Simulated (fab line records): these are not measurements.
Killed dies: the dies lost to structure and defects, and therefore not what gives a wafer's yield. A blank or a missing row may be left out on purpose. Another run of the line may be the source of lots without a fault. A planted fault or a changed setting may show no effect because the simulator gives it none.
fab line records -- flow rit-cmos
[record] lots = 14, wafers = 42, last-day = 8
route steps=202 shown ACTIVE@2
lots with no fault: from the same line, run without faults
start-h: hours from the record's first day to the start of the lot's first wafer shown -- wait-h: hours since the lot's step before -- " same as the row above -- L1.1+2: one row covering several wafers at once -- - value missing, or start not given -- * or withheld: withheld -- < > ~ a bound
route shown NAME@n: NAME is a module with steps in the file, n the number in the route of the first one -- usual: the fault-free wafers' mean and standard deviation -- same: alike in all rows -- chamber/n: place in a boat -- sites: each site's reading -- _std_site: standard deviation of those values -- _edge_site: outer sites' mean less inner sites' -- radius-mm: for every site, how far away it sits from the centre of the wafer -- mask NAME#n: copy n -- behind: the tool/chamber that last shaped the wafer -- hold: cause of the lot's hold/its duration in hours/its outcome -- device: whichever transistor did not switch (one of n, p or np) -- end of line: tests run on the same wafers once the route is complete -- a step without rows: its recipe alone -- killed: count of dies lost to structure and defects at first sort (not the wafer's yield) -- map: dies across one wafer; x = killed, . = not, _ = none there
set.NAME: setting as actually run; set.NAME@STEP: the setting as run at that earlier step -- model.NAME: the simulator's own value behind a step, which no gauge read
a sample of lots followed through the steps of the route, with each step as a table and each wafer as a row
services: when a tool's chamber went out of use (start-h, in hours from the record's first day, below 0 if earlier), for how many hours, and the reason
[[steps]]
[step RIT_ACTIVE_OXIDATION_01]
[recipe] temp-c = 1000, ambient = O2, target-thk-a = 468, ox-time-s = 3360
[usual] ox-temp-c = 999.8/0.4, zone-power-centre-pct = 45.6/0.55, zone-power-load-pct = 35.3/0.69
lot.wafer,tool,chamber,start-h,wait-h,ox-temp-c,zone-power-centre-pct,zone-power-load-pct
L278.1,furnace-01,0,10.25,0.2,999.5,45.4,34.4
L278.4,furnace-01,0,10.25,0.2,999.7,44.3,34.0
L278.6,furnace-01,0,10.25,0.2,1000.0,45.9,34.5
L279.2,furnace-03,0,15.12,0.1,1000.4,45.5,35.1
L279.3,furnace-03,0,15.12,0.1,999.7,44.9,36.2
L279.5,furnace-03,0,15.12,0.1,1000.8,45.3,35.3
L283.1,furnace-03,0,36.01,1.0,999.3,45.1,36.4
L283.3,furnace-03,0,36.01,1.0,998.9,45.7,36.3
L283.6,furnace-03,0,36.01,1.0,999.5,45.2,36.0
L284.3,furnace-04,0,40.12,0.1,1000.2,46.5,35.3
L284.4,furnace-04,0,40.12,0.1,999.5,45.9,35.2
L284.5,furnace-04,0,40.12,0.1,1000.0,46.3,35.4
L285.1,furnace-04,0,45.12,0.1,999.9,46.3,35.8
L285.2,furnace-04,0,45.12,0.1,999.6,45.6,35.2
L285.6,furnace-04,0,45.12,0.1,999.6,45.9,35.5
L286.2,furnace-04,0,52.14,2.1,999.8,46.6,35.7
L286.4,furnace-04,0,52.14,2.1,999.8,46.2,36.7
L286.6,furnace-04,0,52.14,2.1,999.5,46.1,34.8
L287.1,furnace-04,0,55.38,0.4,1000.4,46.0,35.8
L287.3,furnace-04,0,55.38,0.4,1000.2,45.9,35.3
L287.4,furnace-04,0,55.38,0.4,999.8,45.9,36.0
L288.3,furnace-04,0,60.48,0.4,999.8,46.0,35.5
L288.4,furnace-04,0,60.48,0.4,1000.2,45.7,35.4
L288.6,furnace-04,0,60.48,0.4,999.3,45.1,35.5
L290.3,furnace-01,0,70.73,0.7,999.5,45.9,34.2
L290.4,furnace-01,0,70.73,0.7,999.1,45.5,34.4
L290.5,furnace-01,0,70.73,0.7,998.9,44.8,34.3
L292.3,furnace-03,0,83.45,3.4,1000.2,44.9,35.1
L292.4,furnace-03,0,83.45,3.4,999.9,46.0,35.7
L292.6,furnace-03,0,83.45,3.4,1000.2,45.6,36.0
L293.1,furnace-03,0,85.38,0.4,1000.6,46.1,35.6
L293.2,furnace-03,0,85.38,0.4,1000.2,44.9,35.8
L293.3,furnace-03,0,85.38,0.4,1000.5,44.3,35.9
L296.2,furnace-04,0,100.12,0.1,999.6,46.3,34.7
L296.3,furnace-04,0,100.12,0.1,1000.3,46.7,35.3
L296.6,furnace-04,0,100.12,0.1,999.6,46.4,35.6
L297.4,furnace-01,0,107.79,2.7,999.7,45.3,34.4
L297.5,furnace-01,0,107.79,2.7,1000.0,45.2,34.8
L297.6,furnace-01,0,107.79,2.7,999.7,46.1,34.2
L298.1,furnace-01,0,111.04,1.0,999.6,45.4,34.4
L298.4,furnace-01,0,111.04,1.0,999.6,45.6,34.7
L298.6,furnace-01,0,111.04,1.0,999.4,44.7,34.0
[step RIT_ACTIVE_THK_MEAS_02]
[recipe] reads = SiO2_of_ACTIVE_OXIDATION_01
[usual] ACTIVE_OXIDE_THK = 46.6/1
lot.wafer,tool,chamber,start-h,wait-h,ACTIVE_OXIDE_THK[nm]
L278.1,film-metro-03,-,12.18,0.0,45.7
L278.4,film-metro-03,-,12.18,0.0,45.0
L278.6,film-metro-03,-,12.18,0.0,45.9
L279.2,film-metro-04,-,17.06,0.0,48.5
L279.3,film-metro-04,-,17.06,0.0,48.1
L279.5,film-metro-04,-,17.06,0.0,48.5
L283.1,film-metro-03,-,37.94,0.0,48.2
L283.3,film-metro-03,-,37.94,0.0,47.6
L283.6,film-metro-03,-,37.94,0.0,46.9
L284.3,film-metro-02,-,42.07,0.0,46.8
L284.4,film-metro-02,-,42.07,0.0,46.5
L284.5,film-metro-02,-,42.07,0.0,46.0
L285.1,film-metro-03,-,47.05,0.0,45.0
L285.2,film-metro-03,-,47.05,0.0,44.6
L285.6,film-metro-03,-,47.05,0.0,44.2
L286.2,film-metro-02,-,54.08,0.0,45.4
L286.4,film-metro-02,-,54.08,0.0,44.8
L286.6,film-metro-02,-,54.08,0.0,45.1
L287.1,film-metro-02,-,57.32,0.0,46.2
L287.3,film-metro-02,-,57.32,0.0,46.5
L287.4,film-metro-02,-,57.32,0.0,46.2
L288.3,film-metro-03,-,62.44,0.0,45.7
L288.4,film-metro-03,-,62.44,0.0,44.9
L288.6,film-metro-03,-,62.44,0.0,44.9
L290.3,film-metro-04,-,72.68,0.0,47.2
L290.4,film-metro-04,-,72.68,0.0,46.7
L290.5,film-metro-04,-,72.68,0.0,46.2
L292.3,film-metro-03,-,85.40,0.0,47.4
L292.4,film-metro-03,-,85.40,0.0,47.4
L292.6,film-metro-03,-,85.40,0.0,46.7
L293.1,film-metro-04,-,87.32,0.0,46.9
L293.2,film-metro-04,-,87.32,0.0,47.1
L293.3,film-metro-04,-,87.32,0.0,47.4
L296.2,film-metro-03,-,102.06,0.0,45.9
L296.3,film-metro-03,-,102.06,0.0,45.3
L296.6,film-metro-03,-,102.06,0.0,46.0
L297.4,film-metro-02,-,109.76,0.0,52.4
L297.5,film-metro-02,-,109.76,0.0,51.2
L297.6,film-metro-02,-,109.76,0.0,51.7
L298.1,film-metro-04,-,112.97,0.0,50.4
L298.4,film-metro-04,-,112.97,0.0,50.0
L298.6,film-metro-04,-,112.97,0.0,50.6
[[services]]
tool,chamber,start-h,hours,kind
furnace-04,-,2.59,5.0,pm
furnace-03,-,106.18,60.7,pm
[[key]]
[first-sign] step = RIT_ACTIVE_THK_MEAS_02, reading = ACTIVE_OXIDE_THK, direction = up, sigmas = 4.4, usual = 46.6, struck = 51.0
effect none on later readings
met-at RIT_ACTIVE_OXIDATION_01
struck-lots L297,L298
tester-left-out L297,L298
onset-between 70.73 107.79
also-fits time
[fault] kind = process-parameter-drift, tool = furnace-01, chamber = -, onset-h = 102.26, steps = RIT_ACTIVE_OXIDATION_01, channel = ox-time-s, offset = *, shape = step, end-h = 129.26, acts-in = *, stated = *
// tester-left-out: of these lots the tester's yield and bins aren't shown, on N5 and GAA mostly nor the transistor test; their killed dies are dies lost to structure and defects alone, not to doping, threshold or leakage, so they don't give the yield
